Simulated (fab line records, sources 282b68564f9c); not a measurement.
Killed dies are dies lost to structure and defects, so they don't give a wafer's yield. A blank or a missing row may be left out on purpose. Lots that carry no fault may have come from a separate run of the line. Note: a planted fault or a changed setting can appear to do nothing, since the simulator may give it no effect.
A sampling plan put to the test + flow rit-cmos + one fab line, 18 faults that these records tell of, each judged on the records of the lots that it struck; 2 more are left out, because the records don't allow judging them
The plan is the line's own looks: the steps of the route at which a gauge or an inspection reads the wafer and doesn't change it. Where struck wafers have a number at a look and the file lists that look's usual mean and standard deviation on fault-free wafers, the look can be judged. Caught: a look later than the fault's first step finds the struck wafers' mean 4 or more of those standard deviations (sigma) from the usual mean. On the tool: the identical test, applied to the tool's own readings at the steps of the fault. If the struck wafers alone have a blank record, or they carry another recipe, that too counts as caught.

THE FAULTS, as the simulator had put them in
1. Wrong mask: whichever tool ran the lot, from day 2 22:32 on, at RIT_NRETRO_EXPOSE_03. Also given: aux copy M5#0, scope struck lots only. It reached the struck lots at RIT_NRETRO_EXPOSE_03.
2. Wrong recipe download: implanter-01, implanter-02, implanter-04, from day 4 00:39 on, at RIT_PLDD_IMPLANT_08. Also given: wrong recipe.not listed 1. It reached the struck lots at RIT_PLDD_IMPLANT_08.
3. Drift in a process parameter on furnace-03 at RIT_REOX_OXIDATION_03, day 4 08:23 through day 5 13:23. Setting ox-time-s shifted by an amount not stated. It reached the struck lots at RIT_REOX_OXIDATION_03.
4. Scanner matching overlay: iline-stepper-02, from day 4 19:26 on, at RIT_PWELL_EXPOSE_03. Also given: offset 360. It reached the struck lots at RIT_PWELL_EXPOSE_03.
5. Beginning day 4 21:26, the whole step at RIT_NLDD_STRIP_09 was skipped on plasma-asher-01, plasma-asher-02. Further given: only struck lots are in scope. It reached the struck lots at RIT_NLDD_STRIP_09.
6. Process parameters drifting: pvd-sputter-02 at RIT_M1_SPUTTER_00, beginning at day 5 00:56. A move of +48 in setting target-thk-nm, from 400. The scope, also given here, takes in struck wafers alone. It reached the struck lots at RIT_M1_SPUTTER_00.
7. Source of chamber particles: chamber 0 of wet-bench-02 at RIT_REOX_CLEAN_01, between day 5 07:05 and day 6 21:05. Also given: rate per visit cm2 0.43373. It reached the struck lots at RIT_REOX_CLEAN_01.
8. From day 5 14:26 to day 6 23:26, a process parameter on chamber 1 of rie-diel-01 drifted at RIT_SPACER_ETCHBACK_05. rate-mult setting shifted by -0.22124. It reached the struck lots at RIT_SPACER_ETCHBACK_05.
9. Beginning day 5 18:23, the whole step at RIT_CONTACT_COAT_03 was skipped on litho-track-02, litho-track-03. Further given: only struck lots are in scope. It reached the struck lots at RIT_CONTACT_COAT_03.
10. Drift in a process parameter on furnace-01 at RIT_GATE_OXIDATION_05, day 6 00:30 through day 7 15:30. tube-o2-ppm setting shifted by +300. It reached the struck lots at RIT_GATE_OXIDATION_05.
11. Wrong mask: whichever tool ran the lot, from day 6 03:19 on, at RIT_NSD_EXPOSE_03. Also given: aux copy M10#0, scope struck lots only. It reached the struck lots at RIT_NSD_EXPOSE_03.
12. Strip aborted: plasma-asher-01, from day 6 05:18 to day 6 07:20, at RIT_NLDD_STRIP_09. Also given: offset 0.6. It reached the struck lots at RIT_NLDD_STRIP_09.
13. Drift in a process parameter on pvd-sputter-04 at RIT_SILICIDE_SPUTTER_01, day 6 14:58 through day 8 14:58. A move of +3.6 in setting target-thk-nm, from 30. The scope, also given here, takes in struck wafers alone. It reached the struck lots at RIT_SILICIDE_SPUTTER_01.
14. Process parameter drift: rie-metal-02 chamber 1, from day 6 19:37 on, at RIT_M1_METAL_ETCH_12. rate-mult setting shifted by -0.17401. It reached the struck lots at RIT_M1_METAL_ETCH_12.
15. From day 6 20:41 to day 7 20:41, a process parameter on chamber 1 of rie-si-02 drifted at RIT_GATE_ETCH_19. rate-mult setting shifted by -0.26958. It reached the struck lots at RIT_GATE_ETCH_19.
16. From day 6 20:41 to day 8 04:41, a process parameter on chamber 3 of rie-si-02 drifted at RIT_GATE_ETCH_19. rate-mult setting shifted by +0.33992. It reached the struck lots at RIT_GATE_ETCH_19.
17. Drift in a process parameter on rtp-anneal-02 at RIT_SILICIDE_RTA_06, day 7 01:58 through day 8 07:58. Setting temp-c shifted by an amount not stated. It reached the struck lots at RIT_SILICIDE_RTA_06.
18. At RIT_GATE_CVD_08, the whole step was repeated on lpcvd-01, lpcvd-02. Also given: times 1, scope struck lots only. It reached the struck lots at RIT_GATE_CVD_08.

WHAT THE PLAN SAW
| fault | on the tool itself                               | first look that catches it                      | reading, sigma              | median hours from its first step to that look | hours from the fault's start to the first struck lot there | judged looks passed uncaught |
|-------|--------------------------------------------------|-------------------------------------------------|-----------------------------|-----------------------------------------------|------------------------------------------------------------|------------------------------|
| 1     | no reading that can be judged                    | RIT_NRETRO_TW_MEAS_10                           | NRETRO_TW -99 or beyond     | 1.1                                           | 6                                                          | 0                            |
| 2     | no reading that can be judged                    | RIT_PLDD_TW_MEAS_10                             | PLDD_TW +66                 | 0.3                                           | 3                                                          | 0                            |
| 3     | under 2 sigma                                    | RIT_REOX_THK_MEAS_04                            | REOX_OXIDE_THK -18          | 2.6                                           | 8                                                          | 0                            |
| 4     | no reading that can be judged                    | RIT_PWELL_OVL_MEAS_06                           | PWELL_OVL +99 or beyond     | 0.4                                           | 2                                                          | 0                            |
| 5     | the tool's record is blank for the struck wafers | RIT_PLDD_TW_MEAS_10                             | PLDD_TW -99 or beyond       | 1.6                                           | 3                                                          | 0                            |
| 6     | under 2 sigma                                    | RIT_M1_RS_MEAS_01                               | M1_AL_RS -6.5               | 0.3                                           | 9                                                          | 0                            |
| 7     | no reading that can be judged                    | none of the 2 looks that can be judged after it | -                           | -                                             | -                                                          | 2                            |
| 8     | under 2 sigma                                    | no look after it can be judged                  | -                           | -                                             | -                                                          | 0                            |
| 9     | the tool's record is blank for the struck wafers | no look after it can be judged                  | -                           | -                                             | -                                                          | 0                            |
| 10    | under 2 sigma                                    | RIT_GATE_THK_MEAS_07                            | GATE_OXIDE_THK +7.7         | 3.8                                           | 10                                                         | 0                            |
| 11    | under 2 sigma                                    | RIT_NSD_TW_MEAS_10                              | NSD_TW -99 or beyond        | 0.9                                           | 6                                                          | 0                            |
| 12    | run-length-s -99 or beyond sigma                 | RIT_PLDD_TW_MEAS_10                             | PLDD_TW -99 or beyond       | 1.7                                           | 4                                                          | 0                            |
| 13    | under 2 sigma                                    | RIT_SILICIDE_RS_MEAS_02                         | SILICIDE_TI_RS -6.3         | 0.1                                           | 3                                                          | 0                            |
| 14    | under 2 sigma                                    | no look after it can be judged                  | -                           | -                                             | -                                                          | 0                            |
| 15    | only faintly: oes-product-au -3.1 sigma          | no look after it can be judged                  | -                           | -                                             | -                                                          | 0                            |
| 16    | under 2 sigma                                    | no look after it can be judged                  | -                           | -                                             | -                                                          | 0                            |
| 17    | wafer_temp_C_max -55 sigma                       | no look after it can be judged                  | -                           | -                                             | -                                                          | 0                            |
| 18    | under 2 sigma                                    | RIT_GATE_THK_MEAS_09                            | GATE_POLY_THK +99 or beyond | 4.1                                           | -                                                          | 0                            |
A dash: the fault isn't caught, or these records don't give the number.

Caught at a look: 11 of 18. Caught on the tool: 4 of 18. By one or the other: 13 of 18.
Faults 9, 17 were caught on the tool alone.
Caught at a look alone: faults 1, 2, 3, 4, 6, 10, 11, 13, 18.
Caught by neither: faults 7, 8, 14, 15, 16.

THINNER SAMPLING
If the look that catches a fault measured only every second or every third lot, by lot number, the first struck lot would be measured this late in the worst case:
| fault | struck lots at that look, in order of time | every lot | every second lot | every third lot |
|-------|--------------------------------------------|-----------|------------------|-----------------|
| 1     | L705                                       | 6 h       | may miss it      | may miss it     |
| 2     | L688, L689, L690                           | 3 h       | 5 h              | 6 h             |
| 3     | L482, L484                                 | 8 h       | may miss all 2   | may miss all 2  |
| 4     | L160, L161, L164                           | 2 h       | 8 h              | may miss all 3  |
| 5     | L832, L833, L834                           | 3 h       | 10 h             | 17 h            |
| 6     | L358, L360                                 | 9 h       | may miss all 2   | may miss all 2  |
| 10    | L476, L477                                 | 10 h      | 14 h             | may miss all 2  |
| 11    | L578                                       | 6 h       | may miss it      | may miss it     |
| 12    | L699                                       | 4 h       | may miss it      | may miss it     |
| 13    | L122                                       | 3 h       | may miss it      | may miss it     |
Hours: fault start to first struck lot measured. 4 sigma limit: tested on the pooled struck wafers, so a lone lot may be under it. Other struck lots may not be in these records.

THE LONGEST TIMED WAY FROM STEP TO LOOK
For fault 18, RIT_GATE_CVD_08 and RIT_GATE_THK_MEAS_09 are separated by a median of 4.1 hours. No look between them can be judged.
